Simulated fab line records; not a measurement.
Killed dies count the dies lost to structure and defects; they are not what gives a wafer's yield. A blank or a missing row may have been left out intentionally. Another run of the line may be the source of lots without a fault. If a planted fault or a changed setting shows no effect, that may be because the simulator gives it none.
Which tool is to blame? / flow berkeleyCmos170 / 42 wafers sampled from 14 lots at 1 step of a route of 331

## WHAT EACH GAUGE READ, for each wafer
Not one reading of a measure or inspect step in the record can be checked against a usual standard deviation.

## EACH LOT AND THE TOOL THAT RAN IT (in order: tool; ch and the chambers of the sampled wafers; start)
lot=L406; UCB170_SPACER_ANNEAL_02=furnace-01 ch 0, day 6 23:42
lot=L409; UCB170_SPACER_ANNEAL_02=furnace-03 ch 0, day 7 01:44
lot=L412; UCB170_SPACER_ANNEAL_02=furnace-03 ch 0, day 7 09:55
lot=L413; UCB170_SPACER_ANNEAL_02=furnace-01 ch 0, day 8 01:13
lot=L414; UCB170_SPACER_ANNEAL_02=furnace-01 ch 0, day 8 01:13
lot=L416; UCB170_SPACER_ANNEAL_02=furnace-01 ch 0, day 8 10:55
lot=L420; UCB170_SPACER_ANNEAL_02=furnace-01, day 9 15:06
lot=L421; UCB170_SPACER_ANNEAL_02=furnace-01, day 9 15:06
lot=L422; UCB170_SPACER_ANNEAL_02=furnace-01 ch 0, day 10 02:52
lot=L423; UCB170_SPACER_ANNEAL_02=furnace-04 ch 0, day 10 14:54
lot=L424; UCB170_SPACER_ANNEAL_02=furnace-04 ch 0, day 10 14:54
lot=L425; UCB170_SPACER_ANNEAL_02=furnace-04 ch 0, day 10 14:54
lot=L426; UCB170_SPACER_ANNEAL_02=furnace-01 ch 0, day 10 22:44
lot=L427; UCB170_SPACER_ANNEAL_02=furnace-01 ch 0, day 10 22:44
- UCB170_SPACER_ANNEAL_02: time 1800 s.

## AS READ BY THE TOOLS THEMSELVES (means over the sampled wafers that have a number; for cases with no such wafer, the mark the record gives instead)
UCB170_SPACER_ANNEAL_02. Usual: spikeTcCentreC 902.9 C, standard deviation 0.95; spikeTcLoadC 925 C, standard deviation 3.1.
lot=L406; tool=furnace-01; spikeTcCentreC (C)=903.0; spikeTcLoadC (C)=923; flag=
lot=L409; tool=furnace-03; spikeTcCentreC (C)=902.9; spikeTcLoadC (C)=930; flag=
lot=L412; tool=furnace-03; spikeTcCentreC (C)=903.0; spikeTcLoadC (C)=929; flag=
lot=L413; tool=furnace-01; spikeTcCentreC (C)=902.9; spikeTcLoadC (C)=924; flag=
lot=L414; tool=furnace-01; spikeTcCentreC (C)=902.9; spikeTcLoadC (C)=924; flag=
lot=L416; tool=furnace-01; spikeTcCentreC (C)=903.5; spikeTcLoadC (C)=923; flag=
lot=L420; tool=furnace-01; spikeTcCentreC (C)=-; spikeTcLoadC (C)=-; flag=OFF
lot=L421; tool=furnace-01; spikeTcCentreC (C)=-; spikeTcLoadC (C)=-; flag=OFF
lot=L422; tool=furnace-01; spikeTcCentreC (C)=902.4; spikeTcLoadC (C)=924; flag=
lot=L423; tool=furnace-04; spikeTcCentreC (C)=901.8; spikeTcLoadC (C)=921; flag=
lot=L424; tool=furnace-04; spikeTcCentreC (C)=902.9; spikeTcLoadC (C)=921; flag=
lot=L425; tool=furnace-04; spikeTcCentreC (C)=902.4; spikeTcLoadC (C)=921; flag=
lot=L426; tool=furnace-01; spikeTcCentreC (C)=902.9; spikeTcLoadC (C)=924; flag=
lot=L427; tool=furnace-01; spikeTcCentreC (C)=903.8; spikeTcLoadC (C)=924; flag=

## THE ANSWER, worked out from the rows above alone
Rule: lot off if the mean of its wafers having a number is beyond 3 standard deviations from the usual mean. A lot without any number at a reading at which 4 lots or more have one is off too. Any other lot the step has rows for is counted as sound. Order of review: gauges by route order, followed by the tools' own readings, for which a lot's mean as printed above is used. The first step at which some lot is off is used, and at that step the reading that is off furthest; a lot without a number counts as furthest.
Off: L420, L421, at UCB170_SPACER_ANNEAL_02 (spikeTcCentreC). Without a number there: L420, L421.
A tool fits if, at that step or a process step before it, it ran every lot that is off, and no sound lot after the first of them. Not one of the candidates tried fits.

## WHAT WAS PUT IN BY THE SIMULATOR
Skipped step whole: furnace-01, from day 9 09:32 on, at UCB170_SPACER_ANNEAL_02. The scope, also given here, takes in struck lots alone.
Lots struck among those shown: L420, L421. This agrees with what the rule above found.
